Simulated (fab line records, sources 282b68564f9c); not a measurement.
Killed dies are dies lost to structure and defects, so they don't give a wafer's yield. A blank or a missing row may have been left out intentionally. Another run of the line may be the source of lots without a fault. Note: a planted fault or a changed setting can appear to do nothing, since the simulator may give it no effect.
fab line records	flow rit-cmos
record: lots: 6	wafers: 18	last-day: 7
route steps=202 shown NWELL@35 PWELL@39 WELLDRIVE@50 NRETRO@53 M1@202
lots untouched by any fault: they come from a run of this same line in which no faults occurred
start-h: the number of hours between the record's first day and the start of the first shown wafer of the lot	wait-h: hours elapsed since this lot's preceding step	" unchanged from the row above	L1.1+2: a row that stands for several wafers	- no value, or no start was given	* or withheld: withheld	< > ~ a bound
route shown NAME@n: NAME is a module with steps in the file, n the number in the route of the first one	usual: mean/standard deviation of fault-free wafers	same: alike in all rows	chamber/n: place in a boat	sites: readings site by site	_std_site: standard deviation of those values	_edge_site: mean of outer sites minus mean of inner sites	radius-mm: for every site, how far away it sits from the centre of the wafer	mask NAME#n: copy n	behind: the last tool/chamber to shape the wafer	hold: why the lot went on hold/how many hours it stayed there/how the hold came to an end	device: transistor that didn't switch, given as n, p or np	end of line: the tests these same wafers got at the end of their route	a step with no rows: only its recipe	killed: the dies lost at the first sort to structure and to defects; this is not the yield of the wafer	map: the dies of a wafer, with x for killed, . for not killed, _ for no die there
set.NAME: the setting as run; set.NAME@STEP: as run at that earlier step	model.NAME: the simulator's own value behind a step, which no gauge read
lots at selected steps of the route; one table per step, one row per wafer
services: when a tool's chamber went out of use (start-h, in hours from the record's first day, below 0 if earlier), for how many hours, and the reason
== steps ==
step: RIT_NWELL_HARDBAKE_07
recipe: resist: NOVOLAK	temp-c: 140	time-s: 120
step: RIT_NWELL_IMPLANT_08
recipe: species: P	energy-kev: 170	dose-cm2: 5e+13	tilt-deg: 7
step: RIT_NWELL_STRIP_09
recipe: chemistry: O2	time-s: 180	resist: NOVOLAK	platen-temp-c: withheld	power-w: 500	pressure-mtorr: 4000	o2-flow-sccm: 4000
usual: drypump-motor-current-A: 5.92/0.24
same: time-s: 180
lot.wafer	tool	chamber	start-h	wait-h	drypump-motor-current-A	rf-hours-counter-h
L187.2	plasma-asher-02	0	32.09	0.1	5.69	39
L187.3	"	0	"	"	5.65	-
L187.6	"	1	"	"	5.86	-
L191.2	plasma-asher-04	0	59.49	0.1	6.18	25
L191.4	"	1	"	"	6.22	-
L191.5	"	0	"	"	6.18	-
L199.3	plasma-asher-03	1	96.98	0.1	5.63	-
L199.4	"	0	"	"	5.77	-
L199.6	"	1	"	"	5.64	-
L201.1	plasma-asher-03	0	102.46	0.1	5.77	46
L201.4	"	0	"	"	5.76	-
L201.6	"	0	"	"	5.76	-
L207.2	plasma-asher-04	1	132.18	0.1	6.17	33
L207.4	"	1	"	"	6.20	-
L207.5	"	0	"	"	6.21	-
L208.1	plasma-asher-02	0	136.59	0.1	5.69	2
L208.3	"	1	"	"	5.85	-
L208.6	"	0	"	"	5.73	-
step: RIT_NWELL_TW_MEAS_10
usual: NWELL_TW: 2156/14
lot.wafer	tool	chamber	start-h	wait-h	NWELL_TW
L187.2	film-metro-03	-	32.27	0.1	2133
L187.3	"	-	"	"	2129
L187.6	"	-	"	"	2117
L191.2	film-metro-01	-	59.68	0.1	2150
L191.4	"	-	"	"	2160
L191.5	"	-	"	"	2151
L199.3	film-metro-01	-	97.12	0.1	2154
L199.4	"	-	"	"	2146
L199.6	"	-	"	"	2152
L201.1	film-metro-04	-	102.63	0.1	2173
L201.4	"	-	"	"	2176
L201.6	"	-	"	"	2184
L207.2	film-metro-01	-	132.36	0.1	2161
L207.4	"	-	"	"	2167
L207.5	"	-	"	"	2159
L208.1	film-metro-04	-	136.77	0.1	2168
L208.3	"	-	"	"	2149
L208.6	"	-	"	"	2167
step: RIT_PWELL_HMDS_00
recipe: prime-time-s: 60	prime-temp-c: 140
step: RIT_PWELL_COAT_01
recipe: resist: NOVOLAK	spin-rpm: 2000	resist-thk-nm: 1300
step: RIT_PWELL_SOFTBAKE_02
recipe: resist: NOVOLAK	temp-c: 90	time-s: 60
step: RIT_PWELL_EXPOSE_03
recipe: mask-id: M3	na: 0.57	target-cd-nm: 43700	dose-mj: 250
step: RIT_PWELL_PEB_04
recipe: resist: NOVOLAK	temp-c: withheld	time-s: withheld
step: RIT_PWELL_DEVELOP_05
recipe: resist: NOVOLAK	develop-time-s: 68	dev-temp-c: 23
step: RIT_PWELL_OVL_MEAS_06
usual: PWELL_OVL: 1.7/1.5
lot.wafer	tool	chamber	start-h	wait-h	PWELL_OVL[nm]
L187.2	overlay-02	-	33.21	-	2.7
L187.3	"	-	"	"	2.4
L187.6	"	-	"	"	1.2
L191.2	overlay-01	-	60.61	-	2.5
L191.4	"	-	"	"	1.9
L191.5	"	-	"	"	1.1
L199.3	overlay-01	-	98.05	-	4.6
L199.4	"	-	"	"	3.6
L199.6	"	-	"	"	3.5
L201.1	overlay-02	-	103.70	-	2.9
L201.4	"	-	"	"	1.1
L201.6	"	-	"	"	3.4
L207.2	overlay-02	-	133.30	-	3.6
L207.4	"	-	"	"	1.6
L207.5	"	-	"	"	1.6
L208.1	overlay-02	-	137.71	-	-0.9
L208.3	"	-	"	"	0.0
L208.6	"	-	"	"	1.8
step: RIT_PWELL_HARDBAKE_07
recipe: resist: NOVOLAK	temp-c: 140	time-s: 120
step: RIT_PWELL_IMPLANT_08
recipe: species: B	energy-kev: 170	dose-cm2: 7e+13	tilt-deg: 7
usual: beam-energy-keV: 170.00/0.054	beam-on-s: 10.00/0.2	dose-ions-cm2: 6.998e+13/7.8e+10	end-station-pressure-torr: 5.14e-06/2.8e-07	faraday-current-uA: 222/4.5
lot.wafer	tool	chamber	start-h	wait-h	beam-energy-keV	beam-on-s	dose-ions-cm2	end-station-pressure-torr	faraday-current-uA
L187.2	implanter-03	0	33.51	0.2	170.03	9.75	6.989e+13	5.21e-06	228
L187.3	"	0	"	"	170.03	9.97	6.992e+13	4.93e-06	222
L187.6	"	0	"	"	170.04	10.44	6.99e+13	4.68e-06	212
L191.2	implanter-04	0	60.92	0.2	170.12	9.74	6.992e+13	4.96e-06	229
L191.4	"	0	"	"	170.07	10.06	6.999e+13	5.14e-06	220
L191.5	"	0	"	"	170.02	9.97	6.993e+13	5.44e-06	223
L199.3	implanter-03	0	98.37	0.2	169.93	14.94	7.0005e+14	6.04e-06	1483
L199.4	"	0	"	"	169.98	15.33	6.9993e+14	5.89e-06	1451
L199.6	"	0	"	"	169.92	15.25	6.9997e+14	6.45e-06	1443
L201.1	implanter-03	0	103.98	0.2	170.01	15.43	7.0014e+14	6.16e-06	1439
L201.4	"	0	"	"	170.09	15.10	7.0001e+14	5.74e-06	1465
L201.6	"	0	"	"	170.01	14.82	7.0005e+14	6.19e-06	1494
L207.2	implanter-04	0	133.61	0.2	169.88	10.27	6.991e+13	5.3e-06	215
L207.4	"	0	"	"	170.00	10.13	6.998e+13	4.94e-06	219
L207.5	"	0	"	"	169.99	9.93	7.004e+13	5.74e-06	223
L208.1	implanter-01	0	138.00	0.2	170.00	9.77	6.995e+13	5.21e-06	227
L208.3	"	0	"	"	169.99	9.97	6.99e+13	5.25e-06	224
L208.6	"	0	"	"	170.00	9.53	7.01e+13	5.26e-06	231
step: RIT_PWELL_STRIP_09
recipe: chemistry: O2	time-s: 180	resist: NOVOLAK	platen-temp-c: withheld	power-w: 500	pressure-mtorr: 4000	o2-flow-sccm: 4000
usual: drypump-motor-current-A: 5.76/0.08
same: time-s: 180
lot.wafer	tool	chamber	start-h	wait-h	drypump-motor-current-A	rf-hours-counter-h
L187.2	plasma-asher-03	0	33.64	0.1	5.76	39
L187.3	"	0	"	"	5.77	-
L187.6	"	0	"	"	5.77	-
L191.2	plasma-asher-02	1	61.04	0.1	5.84	42
L191.4	"	0	"	"	5.70	-
L191.5	"	1	"	"	5.88	-
L199.3	plasma-asher-03	0	98.53	0.1	5.76	-
L199.4	"	1	"	"	5.64	-
L199.6	"	0	"	"	5.78	-
L201.1	plasma-asher-01	1	104.13	0.1	5.77	46
L201.4	"	0	"	"	5.81	-
L201.6	"	0	"	"	5.78	-
L207.2	plasma-asher-02	1	133.73	0.1	5.89	2
L207.4	"	0	"	"	5.70	-
L207.5	"	1	"	"	5.89	-
L208.1	plasma-asher-02	1	138.15	0.1	5.88	2
L208.3	"	1	"	"	5.90	-
L208.6	"	1	"	"	5.85	-
step: RIT_PWELL_TW_MEAS_10
usual: PWELL_TW: 959/7.9
lot.wafer	tool	chamber	start-h	wait-h	PWELL_TW
L187.2	film-metro-04	-	33.82	0.1	965
L187.3	"	-	"	"	961
L187.6	"	-	"	"	966
L191.2	film-metro-01	-	61.23	0.1	956
L191.4	"	-	"	"	955
L191.5	"	-	"	"	961
L199.3	film-metro-04	-	98.67	0.1	2023
L199.4	"	-	"	"	2027
L199.6	"	-	"	"	2030
L201.1	film-metro-01	-	104.31	0.1	2011
L201.4	"	-	"	"	2015
L201.6	"	-	"	"	2008
L207.2	film-metro-04	-	133.92	0.1	962
L207.4	"	-	"	"	962
L207.5	"	-	"	"	963
L208.1	film-metro-04	-	138.32	0.1	966
L208.3	"	-	"	"	967
L208.6	"	-	"	"	962
step: RIT_WELLDRIVE_ANNEAL_00
recipe: temp-c: 1100	time-s: 14700	ambient: N2
step: RIT_WELLDRIVE_RS_MEAS_01
recipe: thk-meas-gauge: four-point-probe
usual: NWELL_RS: 275.4/0.83
lot.wafer	tool	chamber	start-h	wait-h	NWELL_RS[ohm/sq]
L187.2	film-metro-04	-	40.50	0.0	274.4
L187.3	"	-	"	"	274.9
L187.6	"	-	"	"	274.3
L191.2	film-metro-03	-	66.56	0.0	275.7
L191.4	"	-	"	"	275.1
L191.5	"	-	"	"	275.3
L199.3	film-metro-04	-	103.83	0.0	277.7
L199.4	"	-	"	"	275.9
L199.6	"	-	"	"	276.8
L201.1	film-metro-04	-	109.45	0.0	275.6
L201.4	"	-	"	"	274.7
L201.6	"	-	"	"	274.6
L207.2	film-metro-01	-	140.23	0.0	276.9
L207.4	"	-	"	"	277.3
L207.5	"	-	"	"	276.8
L208.1	film-metro-03	-	143.46	0.0	274.9
L208.3	"	-	"	"	276.1
L208.6	"	-	"	"	275.7
step: RIT_WELLDRIVE_RS_MEAS_02
recipe: thk-meas-gauge: four-point-probe
usual: PWELL_RS: 428.9/1.2
lot.wafer	tool	chamber	start-h	wait-h	PWELL_RS[ohm/sq]
L187.2	film-metro-04	-	40.62	0.1	429.6
L187.3	"	-	"	"	429.9
L187.6	"	-	"	"	428.3
L191.2	film-metro-03	-	66.68	0.1	428.7
L191.4	"	-	"	"	428.1
L191.5	"	-	"	"	428.3
L199.3	film-metro-04	-	103.95	0.1	98.3
L199.4	"	-	"	"	98.4
L199.6	"	-	"	"	98.3
L201.1	film-metro-04	-	109.57	0.1	98.1
L201.4	"	-	"	"	98.2
L201.6	"	-	"	"	98.4
L207.2	film-metro-01	-	140.35	0.1	430.2
L207.4	"	-	"	"	429.2
L207.5	"	-	"	"	427.5
L208.1	film-metro-03	-	143.58	0.1	428.0
L208.3	"	-	"	"	427.5
L208.6	"	-	"	"	427.3
step: RIT_NRETRO_HMDS_00
recipe: prime-time-s: 60	prime-temp-c: 140
step: RIT_M1_PROBE_99
usual: killed-at-contacts: 0.1/0.36	killed-at-front-end: 7/3.1	killed-dies: 7/3.1	killed-open: 3.6/2.1	killed-short: 3.2/1.9
same: gross-dies: 264	killed_at_M0_to_M3: 0	killed_at_M4_up: 0	killed-at-back-side: 0	killed-at-other: 0
lot.wafer	tool	chamber	start-h	wait-h	killed-at-contacts	killed-at-front-end	killed-dies	killed-open	killed-short
L199.3	prober-01	-	135.02	0.2	1	7	8	5	3
L199.4	prober-01	-	135.07	0.2	0	0	0	0	0
L199.6	prober-01	-	135.17	0.2	0	6	6	5	1
killed by level:class
L199.3 SPACER:geometric-particle:open=2 FOX1:geometric-particle:short=1 FOX2:geometric-particle:open=1 GATE:geometric-particle:short=1 CONTACT:geometric-particle:open=1 REOX:geometric-particle:open=1 SPACER:geometric-particle:short=1
L199.6 GATE:geometric-particle:open=3 FOX1:geometric-particle:open=1 FOX2:geometric-particle:open=1 SPACER:geometric-particle:short=1
== services ==
tool	chamber	start-h	hours	kind
implanter-01	-	10.09	3.7	pm
implanter-03	-	25.11	4.3	pm
implanter-03	-	38.57	3.5	repair
implanter-03	-	62.72	1.9	repair
plasma-asher-04	-	105.75	0.9	repair
plasma-asher-02	-	108.75	9.0	pm
plasma-asher-02	0	108.75	9.0	vent-cycle
plasma-asher-02	1	108.75	9.0	vent-cycle
plasma-asher-02	0	117.75	-	clean
plasma-asher-02	1	117.75	-	clean
implanter-01	-	127.38	9.0	repair
== key ==
first-sign: step: RIT_PWELL_IMPLANT_08	reading: dose-ions-cm2	direction: up	sigmas: 99+	usual: 6.998e+13	struck: 7.0002e+14
effect: step: RIT_PWELL_IMPLANT_08	reading: faraday-current-uA	direction: up	sigmas: 99+	usual: 222	struck: 1462
effect: step: RIT_PWELL_TW_MEAS_10	reading: PWELL_TW	direction: up	sigmas: 99+	usual: 959	struck: 2019
effect: step: RIT_WELLDRIVE_RS_MEAS_02	reading: PWELL_RS	direction: down	sigmas: 99+	usual: 428.9	struck: 98.3
met-at RIT_PWELL_IMPLANT_08
struck-wafers L199.3,L199.4,L199.6,L201.1,L201.4,L201.6
tester-left-out L199,L201
onset-between 33.51 98.37
fault: kind: process-parameter-drift	tool: implanter-03	chamber: -	onset-h: 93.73	steps: RIT_PWELL_IMPLANT_08	channel: dose-cm2	offset: 6.3e+14	shape: step	end-h: 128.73	acts-in: these-recipes-only	stated: 7e+13
tester-left-out: of these lots the tester's yield and bins aren't shown, on N5 and GAA mostly nor the transistor test; their killed dies are dies lost to structure and defects alone, not to doping, threshold or leakage, so they don't give the yield
